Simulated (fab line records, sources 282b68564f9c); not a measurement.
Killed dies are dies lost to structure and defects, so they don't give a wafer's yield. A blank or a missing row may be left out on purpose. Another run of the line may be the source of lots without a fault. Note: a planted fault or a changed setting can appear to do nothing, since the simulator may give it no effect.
Tool commonality check + flow rit_cmos + Sampled: 14 lots, 42 wafers

== WHY IT WAS OPENED ==
Of 14 lots, 2 have the reading FOX1_OXIDE_THK flagged at RIT_FOX1_THK_MEAS_01. Fault-free wafers read 350 nm, with a standard deviation of 5.1.
Rule: a lot is flagged in two cases, either no wafer of it has a number, or all its wafers with numbers fall more than 4 standard deviations from that mean. The other lots count as sound.

| lot  | measured    | on            | FOX1_OXIDE_THK (nm), wafer by wafer | flag    |
|------|-------------|---------------|-------------------------------------|---------|
| L180 | day 1 19:20 | film_metro-03 | 352 347 346                         |         |
| L181 | day 1 23:28 | film_metro-04 | 350 351 357                         |         |
| L184 | day 2 14:59 | film_metro-03 | 354 350 357                         |         |
| L185 | day 2 18:40 | film_metro-04 | 359 355 359                         |         |
| L186 | day 2 23:14 | film_metro-04 | 341 341 339                         |         |
| L187 | day 3 04:16 | film_metro-04 | 354 348 350                         |         |
| L188 | day 3 10:48 | film_metro-03 | 350 345 352                         |         |
| L190 | day 3 20:58 | film_metro-04 | 354 348 352                         |         |
| L191 | day 4 01:47 | film_metro-03 | 345 344 347                         |         |
| L192 | day 4 07:50 | film_metro-03 | 353 354 352                         |         |
| L196 | day 5 03:41 | film_metro-03 | 523 520 519                         | FLAGGED |
| L200 | day 6 00:26 | film_metro-02 | 544 542 531                         | FLAGGED |
| L201 | day 6 03:53 | film_metro-04 | 349 349 354                         |         |
| L202 | day 6 09:51 | film_metro-03 | 348 350 346                         |         |
The numbers of the flagged lots are 530 nm on average: +180 nm against the usual, or +35 standard deviations.

== LOT BY LOT: THE TOOL USED ==
The record holds 1 process step before the reading, out of a route of 202 steps. Every cell lists first the tool, next ch and the chambers used by the sampled wafers, and last the start.
| lot  | flag    | RIT_FOX1_OXIDATION_00        |
|------|---------|------------------------------|
| L180 |         | furnace-01 ch 0, day 1 18:01 |
| L181 |         | furnace-03 ch 0, day 1 22:08 |
| L184 |         | furnace-04 ch 0, day 2 13:40 |
| L185 |         | furnace-01 ch 0, day 2 17:21 |
| L186 |         | furnace-04 ch 0, day 2 21:54 |
| L187 |         | furnace-04 ch 0, day 3 02:55 |
| L188 |         | furnace-04 ch 0, day 3 09:28 |
| L190 |         | furnace-03 ch 0, day 3 19:39 |
| L191 |         | furnace-03 ch 0, day 4 00:28 |
| L192 |         | furnace-04 ch 0, day 4 06:31 |
| L196 | FLAGGED | furnace-03 ch 0, day 5 00:47 |
| L200 | FLAGGED | furnace-04 ch 0, day 5 21:38 |
| L201 |         | furnace-03 ch 0, day 6 02:34 |
| L202 |         | furnace-04 ch 0, day 6 08:32 |
What is done by these steps:
- RIT_FOX1_OXIDATION_00: target thk 350.7 nm, ox time 1130 s.
- RIT_FOX1_THK_MEAS_01

== FLAGGED OVER TOTAL, TOOL BY TOOL (the gauges that took the reading come last) ==
| step                  | tool          | lots run | flagged | share of the flagged lots | sound lots run after its first flagged lot |
|-----------------------|---------------|----------|---------|---------------------------|--------------------------------------------|
| RIT_FOX1_OXIDATION_00 | furnace-01    | 2        | 0       | none                      | -                                          |
| RIT_FOX1_OXIDATION_00 | furnace-03    | 5        | 1       | some                      | 1 (L201)                                   |
| RIT_FOX1_OXIDATION_00 | furnace-04    | 7        | 1       | some                      | 1 (L202)                                   |
| RIT_FOX1_THK_MEAS_01  | film_metro-02 | 1        | 1       | some                      | 0                                          |
| RIT_FOX1_THK_MEAS_01  | film_metro-03 | 7        | 1       | some                      | 1 (L202)                                   |
| RIT_FOX1_THK_MEAS_01  | film_metro-04 | 6        | 0       | none                      | -                                          |

== WHAT THE TABLE ALLOWS ==
No row of the table ran every flagged lot.

== WHAT HAD BEEN PUT IN BY THE SIMULATOR ==
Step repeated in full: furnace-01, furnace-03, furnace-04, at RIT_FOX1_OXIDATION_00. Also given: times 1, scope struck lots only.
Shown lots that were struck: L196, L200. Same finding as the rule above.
